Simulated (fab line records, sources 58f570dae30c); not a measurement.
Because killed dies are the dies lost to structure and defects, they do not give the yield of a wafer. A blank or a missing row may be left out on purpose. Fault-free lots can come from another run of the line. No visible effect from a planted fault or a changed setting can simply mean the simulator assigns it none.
A lot that was struck, set against a sound lot || flow berkeley cmos170 || 29 steps out of a route of 331
Sound: the wafers L905.1, L905.2, L905.4. The struck wafers were L921.2, L921.3, L921.5. At the end, the cause is stated.
Per side, at each step with rows, come the tool, then ch with its chambers, and then its first start. Under that, the readings that differ: sound wafers || struck wafers || difference of the means || sigmas: that difference in standard deviations of wafers without a fault.
alike: readings whose means differ by less than 2 such deviations, and words and numbers that are the same on both sides. not compared: withheld readings, readings that some wafer has no value for, bounds like >300 that may hide the same value, and numbers for which the record gives no deviation and whose values overlap.
Wherever a step has rows on one side only, a row that says differs or no value, or a row with sigmas, the two part there. Numbers that have no deviation but don't overlap get no sigmas and don't part them. Lack of a reading on every wafer of one side parts them only where that side has two or more wafers.

UCB170_ACTIVE_THK_MEAS_03:
  sound on film metro-01 at day 5 13:31; struck on film metro-03 at day 8 19:34
  alike: ACTIVE_OXIDE_THK
then, 2 steps without rows for these wafers: UCB170_ACTIVE_ANNEAL_04 (time 900 s); UCB170_ACTIVE_CVD_05 (deposits Si3N4 from SiH2Cl2/NH3, target thk 220 nm, time 3300 s).
UCB170_ACTIVE_THK_MEAS_06:
  sound on film metro-01 at day 5 19:14; struck on film metro-04 at day 9 04:57
  alike: ACTIVE_NITRIDE_THK
then, 6 steps without rows for these wafers: UCB170_ACTIVE_HMDS_07 (prime time 60 s); UCB170_ACTIVE_COAT_08 (resist thk 900 nm); UCB170_ACTIVE_SOFTBAKE_09 (time 60 s); UCB170_ACTIVE_EXPOSE_10 (exposes mask ACTIVE, target cd 1200 nm); UCB170_ACTIVE_PEB_11; UCB170_ACTIVE_DEVELOP_12 (develop time 45 s).
UCB170_ACTIVE_CD_MEAS_13 targets a cd of 1200 nm.
  sound on cd sem-02 at day 5 21:15; struck on cd sem-02 at day 9 06:25
  alike: cd nm
UCB170_ACTIVE_OVL_MEAS_14:
  sound on overlay-01 at day 5 21:22; struck on overlay-01 at day 9 06:31
  alike: ACTIVE_OVL
UCB170_ACTIVE_ETCH_15: etches Si3N4 in CH3F/Ar/O2, stops on SiO2, target depth 242 nm, time 151 s.
  sound on rie diel-01 ch 0,2,3, day 5 21:24; struck on rie diel-01 ch 0,3, day 9 06:33
{"reading": "oes product au (a.u.)", "sound": "0.957 0.967 0.968", "struck": "0.900 0.910 0.911", "difference": -0.057, "sigmas": -4}
{"reading": "model.KrF_of_ACTIVE_COAT_08.thk nm (nm)", "sound": "727.6 725.4 723.4", "struck": "712.3 711.7 711.6", "difference": -13.6, "sigmas": ""}
{"reading": "model.SiO2_of_ACTIVE_OXIDATION_02.thk nm (nm)", "sound": "22.62 22.41 22.51", "struck": "19.69 18.79 18.41", "difference": -3.55, "sigmas": ""}
  alike: drypump motor current A, throttle valve pct
  not compared: rf hours counter h
UCB170_ACTIVE_STRIP_16: strips in O2.
  sound on plasma asher-03 ch 0,1, day 5 21:30; struck on plasma asher-03 ch 0,1, day 9 06:39
{"reading": "strip time to endpoint s (s)", "sound": "18.17 18.12 18.06", "struck": "17.79 17.77 17.79", "difference": -0.33, "sigmas": -4}
  alike: drypump motor current A, oes product au
  not compared: rf hours counter h
UCB170_ACTIVE_CD_MEAS_90 targets a cd of 1200 nm.
  sound on cd sem-01 at day 5 21:36; struck on cd sem-01 at day 9 06:46
  alike: cd nm
then, 7 steps without rows for these wafers: UCB170_ACTIVE_CLEAN_17 (cleans in SPM, time 600 s); UCB170_PFIELD_HMDS_00 (prime time 60 s); UCB170_PFIELD_COAT_01 (resist thk 900 nm); UCB170_PFIELD_SOFTBAKE_02 (time 60 s); UCB170_PFIELD_EXPOSE_03 (exposes mask PFIELD, target cd 1500 nm); UCB170_PFIELD_PEB_04; UCB170_PFIELD_DEVELOP_05 (develop time 45 s).
UCB170_PFIELD_OVL_MEAS_06:
  sound on overlay-02 at day 6 00:38; struck on overlay-01 at day 9 12:32
  alike: PFIELD_OVL
after that, 1 step had no rows for these wafers: UCB170_PFIELD_IMPLANT_07.
UCB170_PFIELD_STRIP_08: strips in O2.
  sound on plasma asher-02 ch 0,1, day 6 00:49; struck on plasma asher-03 ch 0, day 9 12:43
  alike: drypump motor current A, oes product au, strip time to endpoint s
  not compared: rf hours counter h
UCB170_PFIELD_TW_MEAS_09:
  sound on film metro-01 at day 6 00:55; struck on film metro-02 at day 9 12:50
  alike: PFIELD_TW
UCB170_FIELD_CLEAN_00: cleans in dHF, time 7.5 s.
  sound on wet bench-04 ch 3, day 6 00:59; struck on wet bench-03 ch 0, day 9 12:53
{"reading": "model.SiO2_of_ACTIVE_OXIDATION_02.thk nm (nm)", "sound": "21.17 20.97 21.06", "struck": "18.2 17.29 16.92", "difference": -3.6, "sigmas": ""}
then, 2 steps without rows for these wafers: UCB170_FIELD_OXIDATION_01 (target thk 558.3 nm, ox time 7200 s); UCB170_M3_PROBE_99.

## WHERE THEY PART
Earliest at UCB170_ACTIVE_ETCH_15; latest, in this record, at UCB170_ACTIVE_STRIP_16. Later steps at which nothing parts them and some readings are alike: UCB170_ACTIVE_CD_MEAS_90, UCB170_PFIELD_OVL_MEAS_06, UCB170_PFIELD_STRIP_08, UCB170_PFIELD_TW_MEAS_09.

WHY: what had been put in by the simulator
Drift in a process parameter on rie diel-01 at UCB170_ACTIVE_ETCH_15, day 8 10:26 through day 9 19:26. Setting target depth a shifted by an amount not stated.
